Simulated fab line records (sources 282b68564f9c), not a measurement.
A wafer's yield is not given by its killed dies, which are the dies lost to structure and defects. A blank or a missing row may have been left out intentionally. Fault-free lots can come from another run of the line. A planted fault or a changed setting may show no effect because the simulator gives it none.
Split-lot experiment + flow ritCmos + 23 wafers read across 5 lots, on a route 202 steps long

## THE SPLIT
At RIT_M1_SPUTTER_00 (material Al, target thk 400 nm, time 500 s), the setting timeS was moved away from the recipe's 500 s on 12 of the 23 wafers read, by +3.9% to +11.0%. This setting was run at the recipe's value on the other wafers.

## FROM SPLIT TO READING: 1 step shown by the file between the two
- RIT_M1_RS_MEAS_01: measures by four-point-probe

## THE READING
M1_AL_THK, in nm, at RIT_M1_THK_MEAS_02 (measures by xrf). Fault-free wafers of this fab line usually give 403 nm, standard deviation 5.2 nm.

| wafer  | tool, chamber at the split | timeS as run, s | against the recipe | M1_AL_THK, nm | against lot-mates on the recipe |
|--------|----------------------------|-----------------|--------------------|---------------|---------------------------------|
| L078.1 | pvdSputter-01, -           | 500             | recipe             | 401           | -                               |
| L078.2 | pvdSputter-01, -           | 500             | recipe             | 406           | -                               |
| L078.5 | pvdSputter-01, -           | 500             | recipe             | 400           | -                               |
| L079.1 | pvdSputter-02, -           | 500             | recipe             | 403           | -                               |
| L079.2 | pvdSputter-02, -           | 500             | recipe             | 401           | -                               |
| L079.3 | pvdSputter-02, -           | 519.7           | +3.9%              | 413           | +11                             |
| L079.4 | pvdSputter-02, -           | 519.7           | +3.9%              | 422           | +20                             |
| L079.5 | pvdSputter-02, -           | 519.7           | +3.9%              | 424           | +22                             |
| L081.1 | pvdSputter-02, -           | 500             | recipe             | 398           | -                               |
| L081.2 | pvdSputter-02, -           | 530.8           | +6.2%              | 418           | +16                             |
| L081.3 | pvdSputter-02, -           | 500             | recipe             | 407           | -                               |
| L081.5 | pvdSputter-02, -           | 530.8           | +6.2%              | 424           | +22                             |
| L081.6 | pvdSputter-02, -           | 530.8           | +6.2%              | 432           | +30                             |
| L082.1 | pvdSputter-01, -           | 529.4           | +5.9%              | 428           | +22                             |
| L082.3 | pvdSputter-01, -           | 529.4           | +5.9%              | 436           | +30                             |
| L082.4 | pvdSputter-01, -           | 500             | recipe             | 410           | -                               |
| L082.5 | pvdSputter-01, -           | 500             | recipe             | 402           | -                               |
| L082.6 | pvdSputter-01, -           | 529.4           | +5.9%              | 433           | +27                             |
| L085.1 | pvdSputter-02, -           | 554.8           | +11.0%             | 447           | +45                             |
| L085.2 | pvdSputter-02, -           | 500             | recipe             | 405           | -                               |
| L085.3 | pvdSputter-02, -           | 554.8           | +11.0%             | 435           | +33                             |
| L085.4 | pvdSputter-02, -           | 500             | recipe             | 399           | -                               |
| L085.6 | pvdSputter-02, -           | 554.8           | +11.0%             | 436           | +34                             |

THE FIT
A straight line over all 23 wafers: M1_AL_THK changes by +3.57 nm for each +1% of timeS; r = +0.93; the points scatter about the line by 5.6 nm.
The same after taking each lot's own level away (the mean of its wafers on the recipe; 23 wafers): +3.58 nm for each +1%; r = +0.95; scatter 5 nm.
The reading moves by 39 nm for the largest change in timeS, on that fit.
Measured against the standard deviation above, the lots' own levels, which go from 402.0 to 406.0 nm, span 0.8 times it.
The two slopes agree, so the slope changes little with the lot-to-lot level.
Check: +38.9 nm against its lot-mates is what the line predicts for one of the wafers moved furthest among these (+11.0%) when that wafer is left out of the fit. It came out at +45 nm against them.

## THE OTHER SPLITS THESE WAFERS WENT THROUGH
Before the reading, these wafers also passed through other splits. Each is held against what the fit with the lots' levels taken away leaves over:
| other split on the same wafers    | wafers away from the commonest value | r with M1_AL_THK (lot level and that fit taken away) |
|-----------------------------------|--------------------------------------|------------------------------------------------------|
| RIT_GATE_DEVELOP_15 developTimeS  | 8                                    | -0.04                                                |
| RIT_PLDD_IMPLANT_08 energyKev     | 9                                    | +0.11                                                |
| RIT_SPACER_CVD_03 sih2cl2FlowSccm | 15                                   | +0.12                                                |
| RIT_NSD_HARDBAKE_07 tempC         | 9                                    | +0.00                                                |
| RIT_NSD_IMPLANT_08 energyKev      | 8                                    | +0.31                                                |
| RIT_PSD_IMPLANT_08 energyKev      | 8                                    | -0.03                                                |

## THE WHOLE CHAIN: every reading that the file lists as answering this split, in the file's order
| step               | what it does                               | reading                                                                    | change (the file's fit)               | r (the file's) |
|--------------------|--------------------------------------------|----------------------------------------------------------------------------|---------------------------------------|----------------|
| RIT_M1_SPUTTER_00  | material Al, target thk 400 nm, time 500 s | Al_of_M1_SPUTTER_00.thkNm (the simulator's own value, which no gauge read) | +3.69 nm for each +1% of the setting  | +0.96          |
| RIT_M1_RS_MEAS_01  | measures by four-point-probe               | M1_AL_RS                                                                   | -0.000632 for each +1% of the setting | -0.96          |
| RIT_M1_THK_MEAS_02 | measures by xrf                            | M1_AL_THK                                                                  | +3.67 for each +1% of the setting     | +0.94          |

## THE FILE'S OWN FIT
M1_AL_THK changes by +3.67 nm for each +1% of timeS, r = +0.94.
